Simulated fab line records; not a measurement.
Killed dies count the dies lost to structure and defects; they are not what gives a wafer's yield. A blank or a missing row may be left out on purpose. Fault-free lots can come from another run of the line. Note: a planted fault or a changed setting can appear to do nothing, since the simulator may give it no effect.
Matching of chambers -- flow berkeley-cmos170 -- UCB170_V2_CMP_02 on cmp-02 has 4 sister chambers
The step polishes SiO2. 4 wafers are shown with their chamber, then 8 later ones without.

## EACH WAFER AND ITS CHAMBER
wafer,chamber,motor-current-A (A)
L590.4,2,13.9
L593.6,1,16.7
L595.6,3,15.3
L596.1,0,16.9

## WAFERS WHOSE CHAMBER IS MISSING
wafer,motor-current-A (A)
L596.3,14.0
L596.5,15.6
L599.2,15.9
L599.4,16.2
L599.5,16.2
L611.3,15.6
L611.5,14.8
L611.6,16.6

## EACH ONE'S CHAMBER
wafer,from the rows above,in truth
L596.3,2,2
L596.5,can't be placed: 3 or 1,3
L599.2,can't be placed: 3 or 1 or 0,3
L599.4,can't be placed: 1 or 0 or 3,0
L599.5,can't be placed: 1 or 0 or 3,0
L611.3,can't be placed: 3 or 1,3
L611.5,can't be placed: 3 or 2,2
L611.6,can't be placed: 1 or 0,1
Placed correctly: 1 of 8. Not placeable from these rows: 7 (in 7, the candidates include the true chamber). Number placed wrongly: 0.
How it was worked out, from the rows above alone: a wafer's distance from a chamber is the root of the sum, over the readings, of the square of ((its reading less the chamber's mean) divided by the reading's scatter). The wafer belongs to the nearest chamber; if the next one is less than 2 further off, it can't be placed. A chamber's mean is the mean of its shown wafers. The scatter (one wafer shown for each chamber): square how far every hidden wafer sits from the nearest shown wafer, average those squares and take the square root.
